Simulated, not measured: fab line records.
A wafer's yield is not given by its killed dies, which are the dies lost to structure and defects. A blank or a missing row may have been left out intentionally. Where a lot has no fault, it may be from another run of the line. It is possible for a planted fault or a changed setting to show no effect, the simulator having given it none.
Struck lot and sound lot, side by side | flow berkeley_cmos170 | 43 out of 331 route steps
Sound: wafers L117.3, L117.4, L117.5. The struck wafers were L123.1, L123.3, L123.5. At the end, the cause is stated.
Each step with rows lists, per side, the tool, then ch with its chambers, then its first start. Under that, the readings that differ: sound wafers | struck wafers | difference of the means | sigmas: that difference in standard deviations of wafers without a fault.
alike: words and numbers the same on both sides, and readings whose means are apart by under 2 such deviations; not compared: readings that were withheld, readings missing a value for some wafer, numbers with overlapping values and no deviation given by the record, and bounds like >300 which may hide the same value.
The two part at a step that has a row with sigmas, a row that says differs or no value, or rows on one side only. Non-overlapping numbers with no deviation appear without sigmas and do not part them. A reading missing from all wafers of one side parts the sides only when that side holds two or more wafers.

first, 1 step without rows for these wafers: UCB170_PLDD_IMPLANT_09.
UCB170_PLDD_STRIP_10: strips in O2.
  sound on plasma_asher-03 ch 0,1, day 8 03:44; struck on plasma_asher-04 ch 0,1, day 9 07:10
  alike: drypump_motor_current_A, oes_product_au, strip_time_to_endpoint_s
  not compared: rf_hours_counter_h
UCB170_PLDD_TW_MEAS_11:
  sound on film_metro-02 at day 8 03:49; struck on film_metro-01 at day 9 07:16
  alike: PLDD_TW
then, 7 steps without rows for these wafers: UCB170_PLDD_CLEAN_12 (cleans in SPM, time 600 s); UCB170_NLDD_HMDS_00 (prime time 60 s); UCB170_NLDD_COAT_01 (resist thk 900 nm); UCB170_NLDD_SOFTBAKE_02 (time 60 s); UCB170_NLDD_EXPOSE_03 (exposes mask NSELECT, target cd 1200 nm); UCB170_NLDD_PEB_04; UCB170_NLDD_DEVELOP_05 (develop time 45 s).
UCB170_NLDD_CD_MEAS_06 targets a cd of 1200 nm.
  sound on cd_sem-01 at day 8 05:47; struck on cd_sem-01 at day 9 08:31
  reading    | sound                | struck               | difference | sigmas
  cd_nm (nm) | 1201.9 1201.5 1201.0 | 1197.2 1196.1 1196.2 | -5.0       | -3
UCB170_NLDD_OVL_MEAS_07:
  sound on overlay-01 at day 8 05:53; struck on overlay-01 at day 9 08:38
  alike: NLDD_OVL
UCB170_NLDD_IMPLANT_08:
  sound on implanter-01 ch 0, day 8 05:58; struck on implanter-04 ch 0, day 9 08:40
  reading            | sound                         | struck                       | difference | sigmas
  dose_ions_cm2      | 4.993e+13 5.005e+13 4.993e+13 | 3.34e+13 3.343e+13 3.348e+13 | -1.65e+13  | -99 or more
  faraday_current_uA | 155 160 156                   | 103 109 107                  | -51        | -16
next, for these wafers, 1 step has no rows: UCB170_NLDD_IMPLANT_09.
UCB170_NLDD_STRIP_10: strips in O2.
  sound on plasma_asher-02 ch 0,1, day 8 06:14; struck on plasma_asher-02 ch 0,1, day 9 08:58
  alike: drypump_motor_current_A, oes_product_au, strip_time_to_endpoint_s
  not compared: rf_hours_counter_h
UCB170_NLDD_TW_MEAS_11:
  sound on film_metro-02 at day 8 06:24; struck on film_metro-01 at day 9 09:17
  reading | sound          | struck         | difference | sigmas
  NLDD_TW | 2215 2212 2207 | 2075 2087 2099 | -124       | -8
  not compared: hold
UCB170_SPACER_CVD_00: deposits SiO2 from TEOS/O2, target thk 376 nm, time 47 s.
  sound on pecvd-02 ch 1,2, day 8 06:39; struck on pecvd-04 ch 1,2, day 9 12:04
  alike: heater_power_w
UCB170_SPACER_THK_MEAS_01:
  sound on film_metro-04 at day 8 06:43; struck on film_metro-04 at day 9 12:07
  alike: SPACER_TEOS_THK
then, 1 step without rows for these wafers: UCB170_SPACER_ANNEAL_02 (time 1800 s).
UCB170_SPACER_ETCHBACK_03: etches SiO2 in CHF3/CF4/Ar, stops on Si, target depth 376 nm, time 100 s.
  sound on rie_diel-02 ch 1,2, day 8 14:30; struck on rie_diel-03 ch 0,2,3, day 9 15:59
  alike: drypump_motor_current_A, oes_product_au, throttle_valve_pct
  not compared: rf_hours_counter_h
then, 6 steps without rows for these wafers: UCB170_PSD_HMDS_00 (prime time 60 s); UCB170_PSD_COAT_01 (resist thk 900 nm); UCB170_PSD_SOFTBAKE_02 (time 60 s); UCB170_PSD_EXPOSE_03 (exposes mask PSELECT MOD, target cd 1200 nm); UCB170_PSD_PEB_04; UCB170_PSD_DEVELOP_05 (develop time 45 s).
UCB170_PSD_CD_MEAS_06 targets a cd of 1200 nm.
  sound on cd_sem-01 at day 8 15:59; struck on cd_sem-01 at day 9 17:25
  alike: cd_nm
UCB170_PSD_OVL_MEAS_07:
  sound on overlay-01 at day 8 16:05; struck on overlay-01 at day 9 17:32
  alike: PSD_OVL
next, for these wafers, 1 step has no rows: UCB170_PSD_IMPLANT_08.
UCB170_PSD_STRIP_09: strips in O2.
  sound on plasma_asher-04 ch 0,1, day 8 16:17; struck on plasma_asher-03 ch 0, day 9 17:44
  alike: drypump_motor_current_A, oes_product_au, strip_time_to_endpoint_s
  not compared: rf_hours_counter_h
UCB170_PSD_TW_MEAS_10:
  sound on film_metro-01 at day 8 16:22; struck on film_metro-02 at day 9 17:50
  alike: PSD_TW
then, 7 steps without rows for these wafers: UCB170_PSD_CLEAN_11 (cleans in SPM, time 600 s); UCB170_NSD_HMDS_00 (prime time 60 s); UCB170_NSD_COAT_01 (resist thk 900 nm); UCB170_NSD_SOFTBAKE_02 (time 60 s); UCB170_NSD_EXPOSE_03 (exposes mask NSELECT MOD, target cd 1200 nm); UCB170_NSD_PEB_04; UCB170_NSD_DEVELOP_05 (develop time 45 s).
UCB170_NSD_CD_MEAS_06 targets a cd of 1200 nm.
  sound on cd_sem-02 at day 8 18:12; struck on cd_sem-01 at day 9 20:38
  alike: cd_nm
UCB170_NSD_OVL_MEAS_07:
  sound on overlay-02 at day 8 18:17; struck on overlay-01 at day 9 20:46
  alike: NSD_OVL
next, for these wafers, 1 step has no rows: UCB170_NSD_IMPLANT_08.
UCB170_SDANNEAL_RS_MEAS_05: uses a four-point probe to measure.
  sound on film_metro-03 at day 8 20:19; struck on film_metro-01 at day 9 23:43
  reading          | sound             | struck            | difference | sigmas
  NLDD_RS (ohm/sq) | 618.1 618.6 617.1 | 697.8 697.1 696.9 | +79.3      | +47
  not compared: hold
UCB170_M3_PROBE_99:
  the record holds rows for the sound wafers here (prober-01, day 9 14:40) but none for the struck ones

WHERE THEY PART
First at UCB170_NLDD_CD_MEAS_06; last, within this record, at UCB170_M3_PROBE_99.

WHY: what the simulator had put in
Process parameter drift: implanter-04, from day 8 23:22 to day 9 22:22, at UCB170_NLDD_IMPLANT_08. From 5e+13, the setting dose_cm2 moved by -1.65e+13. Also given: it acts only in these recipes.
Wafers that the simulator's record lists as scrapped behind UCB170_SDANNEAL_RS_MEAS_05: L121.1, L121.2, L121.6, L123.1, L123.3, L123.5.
